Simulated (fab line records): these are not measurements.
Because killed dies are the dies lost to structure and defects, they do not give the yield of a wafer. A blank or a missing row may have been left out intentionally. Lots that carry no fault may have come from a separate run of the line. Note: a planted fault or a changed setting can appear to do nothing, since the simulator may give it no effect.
fab line records || flow rit_cmos || part 2 of 2: steps 43 to 44 of 44
[record] {"lots": 6, "wafers": 18, "last_day": 7}
route steps=202 shown PSD@144 SDANNEAL@153 NSD@158 PLDD@159 NLDD@160 SILICIDE@161 CONTACT@168 M1@184
lots that met no fault: taken from a fault-free run of the same line
start_h: start of the lot's first displayed wafer, in hours after the record's first day || wait_h: how many hours have passed since the lot's step before this one || " the same as in the row above || L1.1+2: several wafers, shown together as one row || - value missing, or start not given || * or withheld: withheld || < > ~ a bound
route shown NAME@n: names a module that has steps shown in the file, with the first one's number in the route || usual: the fault-free wafers' mean and standard deviation || same: alike in all rows || chamber/n: place in a boat || sites: the reading at each site || _std_site: the values' standard deviation || _edge_site: inner sites' mean taken away from outer sites' mean || radius_mm: how far each site lies from the wafer's centre || mask NAME#n: copy n || behind: the last tool/chamber to shape the wafer || hold: reason for holding the lot/hours on hold/outcome of the hold || device: names the non-switching transistor (n, p or np) || end of line: the same wafers' tests at the end of the route || for a step that has no rows: nothing shown but its recipe || killed: the dies lost at the first sort to structure and to defects; this is not the yield of the wafer || map: per-die view of a wafer (x killed, . not killed, _ where there is no die)
set.NAME: the setting that was run; set.NAME@STEP: the one run at that earlier step || model.NAME: the simulator's own value behind a step, which no gauge read
lots seen at some steps along the route; tables by step, rows by wafer
services: when a tool's chamber went out of use (start_h, in hours from the record's first day, below 0 if earlier), for how many hours, and the reason
[[steps]]
[step RIT_M1_METAL_ETCH_12]
[recipe] {"stop_on": "SiO2", "chemistry": "Cl2/BCl3", "target": "Al", "time_s": 165, "over_etch_frac": 0.5, "pressure_mtorr": 100, "target_depth_a": 6000, "rf_w": 250, "Cl2_flow_sccm": 60, "bcl3_flow_sccm": 50}
[usual] {"bcl3_flow_sccm": "49.98/0.14", "drypump_motor_current_A": "5.9/0.47", "oes_product_au": "0.774/0.011", "throttle_valve_pct": "8.24/0.14"}
{"lot.wafer": "L757.1", "tool": "rie_metal-04", "chamber": 0, "start_h": 59.35, "wait_h": 0.2, "bcl3_flow_sccm": 49.83, "drypump_motor_current_A": 6.3, "oes_product_au": 0.777, "rf_hours_counter_h": 1, "throttle_valve_pct": 8.17, "model.M1.cd_nm": 2601}
{"lot.wafer": "L757.2", "tool": "rie_metal-04", "chamber": 1, "start_h": 59.35, "wait_h": 0.2, "bcl3_flow_sccm": 49.98, "drypump_motor_current_A": 5.4, "oes_product_au": 0.769, "rf_hours_counter_h": 1, "throttle_valve_pct": 8.04, "model.M1.cd_nm": 2603}
{"lot.wafer": "L757.5", "tool": "rie_metal-04", "chamber": 0, "start_h": 59.35, "wait_h": 0.2, "bcl3_flow_sccm": 50.14, "drypump_motor_current_A": 6.3, "oes_product_au": 0.769, "rf_hours_counter_h": "-", "throttle_valve_pct": 8.16, "model.M1.cd_nm": 2604}
{"lot.wafer": "L761.2", "tool": "rie_metal-01", "chamber": 0, "start_h": 87.27, "wait_h": 0.2, "bcl3_flow_sccm": 49.98, "drypump_motor_current_A": 6.0, "oes_product_au": 0.792, "rf_hours_counter_h": "-", "throttle_valve_pct": 8.41, "model.M1.cd_nm": 2600}
{"lot.wafer": "L761.3", "tool": "rie_metal-01", "chamber": 0, "start_h": 87.27, "wait_h": 0.2, "bcl3_flow_sccm": 50.12, "drypump_motor_current_A": 5.9, "oes_product_au": 0.781, "rf_hours_counter_h": "-", "throttle_valve_pct": 8.43, "model.M1.cd_nm": 2598}
{"lot.wafer": "L761.4", "tool": "rie_metal-01", "chamber": 0, "start_h": 87.27, "wait_h": 0.2, "bcl3_flow_sccm": 49.93, "drypump_motor_current_A": 5.9, "oes_product_au": 0.789, "rf_hours_counter_h": "-", "throttle_valve_pct": 8.43, "model.M1.cd_nm": 2600}
{"lot.wafer": "L763.1", "tool": "rie_metal-04", "chamber": 1, "start_h": 92.96, "wait_h": 0.2, "bcl3_flow_sccm": 49.93, "drypump_motor_current_A": 5.4, "oes_product_au": 0.774, "rf_hours_counter_h": 1, "throttle_valve_pct": 8.04, "model.M1.cd_nm": 2579}
{"lot.wafer": "L763.3", "tool": "rie_metal-04", "chamber": 0, "start_h": 92.96, "wait_h": 0.2, "bcl3_flow_sccm": 49.99, "drypump_motor_current_A": 6.2, "oes_product_au": 0.758, "rf_hours_counter_h": "-", "throttle_valve_pct": 8.16, "model.M1.cd_nm": 2577}
{"lot.wafer": "L763.5", "tool": "rie_metal-04", "chamber": 1, "start_h": 92.96, "wait_h": 0.2, "bcl3_flow_sccm": 50.03, "drypump_motor_current_A": 5.3, "oes_product_au": 0.760, "rf_hours_counter_h": "-", "throttle_valve_pct": 8.03, "model.M1.cd_nm": 2579}
{"lot.wafer": "L765.1", "tool": "rie_metal-02", "chamber": 1, "start_h": 106.00, "wait_h": 0.2, "bcl3_flow_sccm": 50.00, "drypump_motor_current_A": 6.2, "oes_product_au": 0.774, "rf_hours_counter_h": 3, "throttle_valve_pct": 8.14, "model.M1.cd_nm": 2606}
{"lot.wafer": "L765.2", "tool": "rie_metal-02", "chamber": 0, "start_h": 106.00, "wait_h": 0.2, "bcl3_flow_sccm": 50.16, "drypump_motor_current_A": 5.3, "oes_product_au": 0.779, "rf_hours_counter_h": 3, "throttle_valve_pct": 8.38, "model.M1.cd_nm": 2602}
{"lot.wafer": "L765.6", "tool": "rie_metal-02", "chamber": 1, "start_h": 106.00, "wait_h": 0.2, "bcl3_flow_sccm": 50.00, "drypump_motor_current_A": 6.2, "oes_product_au": 0.779, "rf_hours_counter_h": "-", "throttle_valve_pct": 8.13, "model.M1.cd_nm": 2604}
{"lot.wafer": "L772.2", "tool": "rie_metal-04", "chamber": 0, "start_h": 134.39, "wait_h": 0.2, "bcl3_flow_sccm": 49.92, "drypump_motor_current_A": 6.3, "oes_product_au": 0.755, "rf_hours_counter_h": 1, "throttle_valve_pct": 8.15, "model.M1.cd_nm": 2598}
{"lot.wafer": "L772.5", "tool": "rie_metal-04", "chamber": 1, "start_h": 134.39, "wait_h": 0.2, "bcl3_flow_sccm": 49.93, "drypump_motor_current_A": 5.3, "oes_product_au": 0.752, "rf_hours_counter_h": "-", "throttle_valve_pct": 8.03, "model.M1.cd_nm": 2600}
{"lot.wafer": "L772.6", "tool": "rie_metal-04", "chamber": 0, "start_h": 134.39, "wait_h": 0.2, "bcl3_flow_sccm": 49.97, "drypump_motor_current_A": 6.3, "oes_product_au": 0.768, "rf_hours_counter_h": "-", "throttle_valve_pct": 8.18, "model.M1.cd_nm": 2602}
{"lot.wafer": "L776.4", "tool": "rie_metal-01", "chamber": 0, "start_h": 157.15, "wait_h": 0.1, "bcl3_flow_sccm": 50.01, "drypump_motor_current_A": 6.0, "oes_product_au": 0.783, "rf_hours_counter_h": "-", "throttle_valve_pct": 8.42, "model.M1.cd_nm": 2604}
{"lot.wafer": "L776.5", "tool": "rie_metal-01", "chamber": 0, "start_h": 157.15, "wait_h": 0.1, "bcl3_flow_sccm": 49.84, "drypump_motor_current_A": 6.0, "oes_product_au": 0.784, "rf_hours_counter_h": "-", "throttle_valve_pct": 8.41, "model.M1.cd_nm": 2604}
{"lot.wafer": "L776.6", "tool": "rie_metal-01", "chamber": 1, "start_h": 157.15, "wait_h": 0.1, "bcl3_flow_sccm": 50.05, "drypump_motor_current_A": 6.8, "oes_product_au": 0.756, "rf_hours_counter_h": "-", "throttle_valve_pct": 8.31, "model.M1.cd_nm": 2602}
[step RIT_M1_PROBE_99]
[usual] {"killed_at_M0_to_M3": "0.0/0.12", "killed_at_contacts": "0.1/0.32", "killed_at_front_end": "6/3.1", "killed_dies": "7/3.2", "killed_open": "3.1/1.9", "killed_short": "3.5/2.2"}
[same] {"gross_dies": 264, "killed_at_M4_up": 0, "killed_at_back_side": 0, "killed_at_other": 0}
{"lot.wafer": "L757.1", "tool": "prober-01", "chamber": "-", "start_h": 61.62, "wait_h": 0.1, "killed_at_M0_to_M3": 0, "killed_at_contacts": 1, "killed_at_front_end": 5, "killed_dies": 6, "killed_open": 4, "killed_short": 2, "model.etest.pmos_turned.drive_ua_um": 178.4, "model.etest.pmos_0p15.drive_ua_um": 247.7, "model.etest.m1.width_nm": 2604, "model.etest.contact_nplus.end_ohm_um": 42.1, "model.etest.pmos_0p15.swing_mv_dec": 83.67, "model.etest.pmos_0p15.off_log10_a_um": -10.58, "model.etest.retro_edge_pmos.off_log10_a_um": -10.66, "model.etest.ring.quiet_log10_a": -8.092}
{"lot.wafer": "L757.2", "tool": "prober-01", "chamber": "-", "start_h": 61.67, "wait_h": 0.1, "killed_at_M0_to_M3": 0, "killed_at_contacts": 0, "killed_at_front_end": 13, "killed_dies": 13, "killed_open": 8, "killed_short": 5, "model.etest.pmos_turned.drive_ua_um": 180.1, "model.etest.pmos_0p15.drive_ua_um": 251.3, "model.etest.m1.width_nm": 2602, "model.etest.contact_nplus.end_ohm_um": 41.04, "model.etest.pmos_0p15.swing_mv_dec": 83.59, "model.etest.pmos_0p15.off_log10_a_um": -10.53, "model.etest.retro_edge_pmos.off_log10_a_um": -10.41, "model.etest.ring.quiet_log10_a": -8.019}
{"lot.wafer": "L757.5", "tool": "prober-01", "chamber": "-", "start_h": 61.82, "wait_h": 0.2, "killed_at_M0_to_M3": 0, "killed_at_contacts": 0, "killed_at_front_end": 4, "killed_dies": 4, "killed_open": 2, "killed_short": 2, "model.etest.pmos_turned.drive_ua_um": 168.3, "model.etest.pmos_0p15.drive_ua_um": 245.3, "model.etest.m1.width_nm": 2606, "model.etest.contact_nplus.end_ohm_um": 40.13, "model.etest.pmos_0p15.swing_mv_dec": 83.83, "model.etest.pmos_0p15.off_log10_a_um": -10.55, "model.etest.retro_edge_pmos.off_log10_a_um": -10.49, "model.etest.ring.quiet_log10_a": -7.992}
{"lot.wafer": "L761.2", "tool": "prober-02", "chamber": "-", "start_h": 89.68, "wait_h": 0.1, "killed_at_M0_to_M3": 0, "killed_at_contacts": 0, "killed_at_front_end": 5, "killed_dies": 5, "killed_open": 3, "killed_short": 2, "model.etest.pmos_turned.drive_ua_um": 201.4, "model.etest.pmos_0p15.drive_ua_um": 263.3, "model.etest.m1.width_nm": 2602, "model.etest.contact_nplus.end_ohm_um": 41.65, "model.etest.pmos_0p15.swing_mv_dec": 83.7, "model.etest.pmos_0p15.off_log10_a_um": -10.29, "model.etest.retro_edge_pmos.off_log10_a_um": -10.23, "model.etest.ring.quiet_log10_a": -7.784}
{"lot.wafer": "L761.3", "tool": "prober-02", "chamber": "-", "start_h": 89.73, "wait_h": 0.2, "killed_at_M0_to_M3": 0, "killed_at_contacts": 0, "killed_at_front_end": 7, "killed_dies": 7, "killed_open": 3, "killed_short": 4, "model.etest.pmos_turned.drive_ua_um": 197.2, "model.etest.pmos_0p15.drive_ua_um": 259.3, "model.etest.m1.width_nm": 2599, "model.etest.contact_nplus.end_ohm_um": 41.66, "model.etest.pmos_0p15.swing_mv_dec": 83.61, "model.etest.pmos_0p15.off_log10_a_um": -10.41, "model.etest.retro_edge_pmos.off_log10_a_um": -10.29, "model.etest.ring.quiet_log10_a": -7.941}
{"lot.wafer": "L761.4", "tool": "prober-02", "chamber": "-", "start_h": 89.78, "wait_h": 0.2, "killed_at_M0_to_M3": 0, "killed_at_contacts": 1, "killed_at_front_end": 9, "killed_dies": 10, "killed_open": 7, "killed_short": 3, "model.etest.pmos_turned.drive_ua_um": 202.9, "model.etest.pmos_0p15.drive_ua_um": 265.5, "model.etest.m1.width_nm": 2601, "model.etest.contact_nplus.end_ohm_um": 41.46, "model.etest.pmos_0p15.swing_mv_dec": 84, "model.etest.pmos_0p15.off_log10_a_um": -10.43, "model.etest.retro_edge_pmos.off_log10_a_um": -10.27, "model.etest.ring.quiet_log10_a": -7.969}
{"lot.wafer": "L763.1", "tool": "prober-02", "chamber": "-", "start_h": 96.06, "wait_h": 0.1, "killed_at_M0_to_M3": 0, "killed_at_contacts": 0, "killed_at_front_end": 8, "killed_dies": 8, "killed_open": 3, "killed_short": 5, "model.etest.pmos_turned.drive_ua_um": 208.8, "model.etest.pmos_0p15.drive_ua_um": 273.2, "model.etest.m1.width_nm": 2571, "model.etest.contact_nplus.end_ohm_um": 44.15, "model.etest.pmos_0p15.swing_mv_dec": 84.21, "model.etest.pmos_0p15.off_log10_a_um": -9.881, "model.etest.retro_edge_pmos.off_log10_a_um": -9.803, "model.etest.ring.quiet_log10_a": -7.344}
{"lot.wafer": "L763.3", "tool": "prober-02", "chamber": "-", "start_h": 96.16, "wait_h": 0.2, "killed_at_M0_to_M3": 0, "killed_at_contacts": 0, "killed_at_front_end": 14, "killed_dies": 14, "killed_open": 8, "killed_short": 6, "model.etest.pmos_turned.drive_ua_um": 208.9, "model.etest.pmos_0p15.drive_ua_um": 274.4, "model.etest.m1.width_nm": 2570, "model.etest.contact_nplus.end_ohm_um": 43.03, "model.etest.pmos_0p15.swing_mv_dec": 84.45, "model.etest.pmos_0p15.off_log10_a_um": -9.925, "model.etest.retro_edge_pmos.off_log10_a_um": -9.829, "model.etest.ring.quiet_log10_a": -7.417}
{"lot.wafer": "L763.5", "tool": "prober-02", "chamber": "-", "start_h": 96.26, "wait_h": 0.2, "killed_at_M0_to_M3": 0, "killed_at_contacts": 0, "killed_at_front_end": 6, "killed_dies": 6, "killed_open": 1, "killed_short": 5, "model.etest.pmos_turned.drive_ua_um": 213.5, "model.etest.pmos_0p15.drive_ua_um": 279.7, "model.etest.m1.width_nm": 2580, "model.etest.contact_nplus.end_ohm_um": 43.37, "model.etest.pmos_0p15.swing_mv_dec": 84.8, "model.etest.pmos_0p15.off_log10_a_um": -9.609, "model.etest.retro_edge_pmos.off_log10_a_um": -9.46, "model.etest.ring.quiet_log10_a": -7.018}
{"lot.wafer": "L765.1", "tool": "prober-02", "chamber": "-", "start_h": 108.28, "wait_h": 0.1, "killed_at_M0_to_M3": 0, "killed_at_contacts": 0, "killed_at_front_end": 8, "killed_dies": 8, "killed_open": 4, "killed_short": 4, "model.etest.pmos_turned.drive_ua_um": 218.9, "model.etest.pmos_0p15.drive_ua_um": 281.1, "model.etest.m1.width_nm": 2607, "model.etest.contact_nplus.end_ohm_um": 44.26, "model.etest.pmos_0p15.swing_mv_dec": 84.43, "model.etest.pmos_0p15.off_log10_a_um": -9.743, "model.etest.retro_edge_pmos.off_log10_a_um": -9.579, "model.etest.ring.quiet_log10_a": -7.343}
{"lot.wafer": "L765.2", "tool": "prober-02", "chamber": "-", "start_h": 108.33, "wait_h": 0.1, "killed_at_M0_to_M3": 1, "killed_at_contacts": 0, "killed_at_front_end": 6, "killed_dies": 7, "killed_open": 2, "killed_short": 5, "model.etest.pmos_turned.drive_ua_um": 218.1, "model.etest.pmos_0p15.drive_ua_um": 275.9, "model.etest.m1.width_nm": 2608, "model.etest.contact_nplus.end_ohm_um": 45.36, "model.etest.pmos_0p15.swing_mv_dec": 84.55, "model.etest.pmos_0p15.off_log10_a_um": -9.877, "model.etest.retro_edge_pmos.off_log10_a_um": -9.838, "model.etest.ring.quiet_log10_a": -7.517}
{"lot.wafer": "L765.6", "tool": "prober-02", "chamber": "-", "start_h": 108.53, "wait_h": 0.2, "killed_at_M0_to_M3": 0, "killed_at_contacts": 0, "killed_at_front_end": 16, "killed_dies": 16, "killed_open": 8, "killed_short": 8, "model.etest.pmos_turned.drive_ua_um": 214.7, "model.etest.pmos_0p15.drive_ua_um": 277.3, "model.etest.m1.width_nm": 2607, "model.etest.contact_nplus.end_ohm_um": 43.45, "model.etest.pmos_0p15.swing_mv_dec": 84.19, "model.etest.pmos_0p15.off_log10_a_um": -9.886, "model.etest.retro_edge_pmos.off_log10_a_um": -9.813, "model.etest.ring.quiet_log10_a": -7.45}
{"lot.wafer": "L772.2", "tool": "prober-01", "chamber": "-", "start_h": 136.69, "wait_h": 0.1, "killed_at_M0_to_M3": 0, "killed_at_contacts": 0, "killed_at_front_end": 1, "killed_dies": 1, "killed_open": 0, "killed_short": 1, "model.etest.pmos_turned.drive_ua_um": 217.7, "model.etest.pmos_0p15.drive_ua_um": 274.8, "model.etest.m1.width_nm": 2594, "model.etest.contact_nplus.end_ohm_um": 41.05, "model.etest.pmos_0p15.swing_mv_dec": 83.91, "model.etest.pmos_0p15.off_log10_a_um": -10.12, "model.etest.retro_edge_pmos.off_log10_a_um": -10.02, "model.etest.ring.quiet_log10_a": -7.438}
{"lot.wafer": "L772.5", "tool": "prober-01", "chamber": "-", "start_h": 136.84, "wait_h": 0.2, "killed_at_M0_to_M3": 0, "killed_at_contacts": 0, "killed_at_front_end": 9, "killed_dies": 9, "killed_open": 6, "killed_short": 3, "model.etest.pmos_turned.drive_ua_um": 204.9, "model.etest.pmos_0p15.drive_ua_um": 264.5, "model.etest.m1.width_nm": 2600, "model.etest.contact_nplus.end_ohm_um": 41.53, "model.etest.pmos_0p15.swing_mv_dec": 83.46, "model.etest.pmos_0p15.off_log10_a_um": -10.31, "model.etest.retro_edge_pmos.off_log10_a_um": -10.24, "model.etest.ring.quiet_log10_a": -7.716}
{"lot.wafer": "L772.6", "tool": "prober-01", "chamber": "-", "start_h": 136.89, "wait_h": 0.2, "killed_at_M0_to_M3": 0, "killed_at_contacts": 0, "killed_at_front_end": 14, "killed_dies": 14, "killed_open": 9, "killed_short": 5, "model.etest.pmos_turned.drive_ua_um": 208.1, "model.etest.pmos_0p15.drive_ua_um": 269.1, "model.etest.m1.width_nm": 2606, "model.etest.contact_nplus.end_ohm_um": 40.19, "model.etest.pmos_0p15.swing_mv_dec": 83.54, "model.etest.pmos_0p15.off_log10_a_um": -10.15, "model.etest.retro_edge_pmos.off_log10_a_um": -10.12, "model.etest.ring.quiet_log10_a": -7.485}
{"lot.wafer": "L776.4", "tool": "prober-01", "chamber": "-", "start_h": 161.91, "wait_h": 0.2, "killed_at_M0_to_M3": 0, "killed_at_contacts": 0, "killed_at_front_end": 4, "killed_dies": 4, "killed_open": 1, "killed_short": 3, "model.etest.pmos_turned.drive_ua_um": 195.8, "model.etest.pmos_0p15.drive_ua_um": 257.1, "model.etest.m1.width_nm": 2609, "model.etest.contact_nplus.end_ohm_um": 42.15, "model.etest.pmos_0p15.swing_mv_dec": 83.83, "model.etest.pmos_0p15.off_log10_a_um": -10.35, "model.etest.retro_edge_pmos.off_log10_a_um": -10.2, "model.etest.ring.quiet_log10_a": -7.785}
{"lot.wafer": "L776.5", "tool": "prober-01", "chamber": "-", "start_h": 161.96, "wait_h": 0.2, "killed_at_M0_to_M3": 0, "killed_at_contacts": 0, "killed_at_front_end": 6, "killed_dies": 6, "killed_open": 3, "killed_short": 3, "model.etest.pmos_turned.drive_ua_um": 202.5, "model.etest.pmos_0p15.drive_ua_um": 265.5, "model.etest.m1.width_nm": 2598, "model.etest.contact_nplus.end_ohm_um": 41.47, "model.etest.pmos_0p15.swing_mv_dec": 83.26, "model.etest.pmos_0p15.off_log10_a_um": -10.23, "model.etest.retro_edge_pmos.off_log10_a_um": -10.12, "model.etest.ring.quiet_log10_a": -7.769}
{"lot.wafer": "L776.6", "tool": "prober-01", "chamber": "-", "start_h": 162.01, "wait_h": 0.2, "killed_at_M0_to_M3": 0, "killed_at_contacts": 1, "killed_at_front_end": 7, "killed_dies": 8, "killed_open": 3, "killed_short": 5, "model.etest.pmos_turned.drive_ua_um": 203.6, "model.etest.pmos_0p15.drive_ua_um": 264, "model.etest.m1.width_nm": 2600, "model.etest.contact_nplus.end_ohm_um": 40.03, "model.etest.pmos_0p15.swing_mv_dec": 83.56, "model.etest.pmos_0p15.off_log10_a_um": -10.2, "model.etest.retro_edge_pmos.off_log10_a_um": -9.913, "model.etest.ring.quiet_log10_a": -7.669}
// killed by level:class
L757.1 FOX1:geometric_particle:open=1 GATE:geometric_particle:open=1 REOX:geometric_particle:short=1 SPACER:geometric_particle:open=1 SILICIDE:geometric_particle:open=1 CONTACT:geometric_particle:short=1
L757.2 GATE:geometric_particle:open=6 GATE:geometric_particle:short=3 FOX1:geometric_particle:open=2 FOX1:geometric_particle:short=1 REOX:geometric_particle:short=1
L757.5 FOX1:geometric_particle:short=2 GATE:geometric_particle:open=1 REOX:geometric_particle:open=1
L761.2 SILICIDE:geometric_particle:open=2 GATE:geometric_particle:open=1 GATE:geometric_particle:short=1 SPACER:geometric_particle:short=1
L761.3 GATE:geometric_particle:short=2 FOX1:geometric_particle:open=1 GATE:geometric_particle:open=1 REOX:geometric_particle:short=1 SPACER:geometric_particle:open=1 SPACER:geometric_particle:short=1
L761.4 SPACER:geometric_particle:open=3 SILICIDE:geometric_particle:short=2 FOX1:geometric_particle:short=1 FOX2:geometric_particle:open=1 GATE:geometric_particle:open=1 SILICIDE:geometric_particle:open=1 CONTACT:geometric_particle:open=1
L763.1 REOX:geometric_particle:short=3 GATE:geometric_particle:open=2 FOX1:geometric_particle:short=1 SILICIDE:geometric_particle:open=1 SILICIDE:geometric_particle:short=1
L763.3 GATE:geometric_particle:open=4 FOX2:geometric_particle:open=2 GATE:geometric_particle:short=2 SILICIDE:geometric_particle:short=2 FOX1:geometric_particle:short=1 FOX1:geometric_particle:open=1 REOX:geometric_particle:short=1 SILICIDE:geometric_particle:open=1
L763.5 GATE:geometric_particle:short=2 SPACER:geometric_particle:short=2 FOX2:geometric_particle:short=1 REOX:geometric_particle:open=1
L765.1 SILICIDE:geometric_particle:open=3 SPACER:geometric_particle:short=2 GATE:geometric_particle:short=1 GATE:geometric_particle:open=1 REOX:geometric_particle:short=1
L765.2 GATE:geometric_particle:open=1 GATE:geometric_particle:short=1 REOX:geometric_particle:open=1 REOX:geometric_particle:short=1 SPACER:geometric_particle:short=1 SILICIDE:geometric_particle:short=1 M1:geometric_particle:short=1
L765.6 GATE:geometric_particle:open=4 GATE:geometric_particle:short=3 REOX:geometric_particle:open=3 REOX:geometric_particle:short=2 FOX1:geometric_particle:short=1 SILICIDE:geometric_particle:short=1 SPACER:geometric_particle:open=1 SPACER:geometric_particle:short=1
L772.2 SILICIDE:geometric_particle:short=1
L772.5 GATE:geometric_particle:short=3 REOX:geometric_particle:open=2 SILICIDE:geometric_particle:open=2 GATE:geometric_particle:open=1 SPACER:geometric_particle:open=1
L772.6 GATE:geometric_particle:open=5 GATE:geometric_particle:short=4 SPACER:geometric_particle:open=2 FOX2:geometric_particle:open=1 REOX:geometric_particle:open=1 SILICIDE:geometric_particle:short=1
L776.4 ACTIVE:geometric_particle:open=1 FOX1:geometric_particle:short=1 GATE:geometric_particle:short=1 REOX:geometric_particle:short=1
L776.5 FOX1:geometric_particle:open=1 GATE:geometric_particle:open=1 REOX:geometric_particle:short=1 SPACER:geometric_particle:short=1 SPACER:geometric_particle:open=1 SILICIDE:geometric_particle:short=1
L776.6 SPACER:geometric_particle:short=2 ACTIVE:geometric_particle:short=1 GATE:geometric_particle:open=1 GATE:geometric_particle:short=1 SPACER:geometric_particle:open=1 SILICIDE:geometric_particle:open=1 CONTACT:geometric_particle:short=1
[[services]]
{"tool": "rtp_anneal-01", "chamber": "-", "start_h": 30.68, "hours": 7.6, "kind": "pm"}
{"tool": "plasma_asher-01", "chamber": "-", "start_h": 43.43, "hours": 1.2, "kind": "repair"}
{"tool": "pvd_sputter-02", "chamber": "-", "start_h": 45.92, "hours": 7.7, "kind": "repair"}
{"tool": "pvd_sputter-01", "chamber": "-", "start_h": 53.00, "hours": 2.6, "kind": "repair"}
{"tool": "pecvd-04", "chamber": "-", "start_h": 55.69, "hours": 0.6, "kind": "repair"}
{"tool": "pecvd-02", "chamber": 2, "start_h": 66.82, "hours": 4.9, "kind": "repair"}
{"tool": "pvd_sputter-03", "chamber": "-", "start_h": 68.93, "hours": 4.9, "kind": "repair"}
{"tool": "pecvd-04", "chamber": "-", "start_h": 72.54, "hours": 0.9, "kind": "repair"}
{"tool": "pecvd-03", "chamber": 1, "start_h": 72.83, "hours": 14.6, "kind": "repair"}
{"tool": "pvd_sputter-02", "chamber": "-", "start_h": 81.01, "hours": 1.1, "kind": "repair"}
{"tool": "rie_metal-01", "chamber": 1, "start_h": 86.08, "hours": 21.7, "kind": "repair"}
{"tool": "rie_metal-02", "chamber": 1, "start_h": 86.76, "hours": 3.3, "kind": "repair"}
{"tool": "pvd_sputter-03", "chamber": "-", "start_h": 87.88, "hours": 5.0, "kind": "repair"}
{"tool": "plasma_asher-01", "chamber": "-", "start_h": 108.75, "hours": 9.0, "kind": "pm"}
{"tool": "plasma_asher-01", "chamber": 0, "start_h": 108.75, "hours": 9.0, "kind": "vent_cycle"}
{"tool": "plasma_asher-01", "chamber": 1, "start_h": 108.75, "hours": 9.0, "kind": "vent_cycle"}
{"tool": "plasma_asher-01", "chamber": 0, "start_h": 117.75, "hours": "-", "kind": "clean"}
{"tool": "plasma_asher-01", "chamber": 1, "start_h": 117.75, "hours": "-", "kind": "clean"}
{"tool": "rie_metal-01", "chamber": "-", "start_h": 136.12, "hours": 20.0, "kind": "pm"}
{"tool": "rie_metal-01", "chamber": 0, "start_h": 136.12, "hours": 20.0, "kind": "vent_cycle"}
{"tool": "rie_metal-01", "chamber": 1, "start_h": 136.12, "hours": 20.0, "kind": "vent_cycle"}
{"tool": "pvd_sputter-04", "chamber": "-", "start_h": 155.34, "hours": 4.4, "kind": "repair"}
{"tool": "rie_metal-01", "chamber": 0, "start_h": 156.12, "hours": "-", "kind": "clean"}
{"tool": "rie_metal-01", "chamber": 1, "start_h": 156.12, "hours": "-", "kind": "clean"}
[[key]]
[first_sign] {"step": "RIT_SDANNEAL_RS_MEAS_04", "reading": "PSD_RS", "direction": "down", "sigmas": 10, "usual": 115.89, "struck": 112.92}
[effect] {"step": "RIT_SDANNEAL_RS_MEAS_05", "reading": "NSD_RS", "direction": "down", "sigmas": 1.9, "usual": 84.5, "struck": 83.9}
[effect] {"step": "RIT_SDANNEAL_RS_MEAS_06", "reading": "PLDD_RS", "direction": "down", "sigmas": 6.7, "usual": 178.6, "struck": 175.5}
[model_effect] {"step": "RIT_M1_METAL_ETCH_12", "value": "M1.cd_nm", "without": 2605, "struck": 2591}
[model_effect] {"step": "RIT_M1_PROBE_99", "value": "etest.pmos_turned.drive_ua_um", "without": 196.2, "struck": 213.8}
met_at RIT_SDANNEAL_RTA_03
struck_wafers L763.1,L763.3,L763.5,L765.1,L765.2,L765.6
tester_left_out L763,L765
[loop_trim] {"step": "RIT_M1_EXPOSE_06", "setting": "dose", "lots": "L763"}
onset_between 81.44 87.33
[fault] {"kind": "process_parameter_drift", "tool": "rtp_anneal-02", "chamber": "-", "onset_h": 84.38, "steps": "RIT_SDANNEAL_RTA_03", "channel": "time_s", "offset": "*", "shape": "step", "end_h": 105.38, "acts_in": "*", "stated": "*"}
// tester_left_out: of these lots the tester's yield and bins aren't shown, on N5 and GAA mostly nor the transistor test; their killed dies are dies lost to structure and defects alone, not to doping, threshold or leakage, so they don't give the yield
// loop_trim: a control loop set the setting to another value than it would have without faults
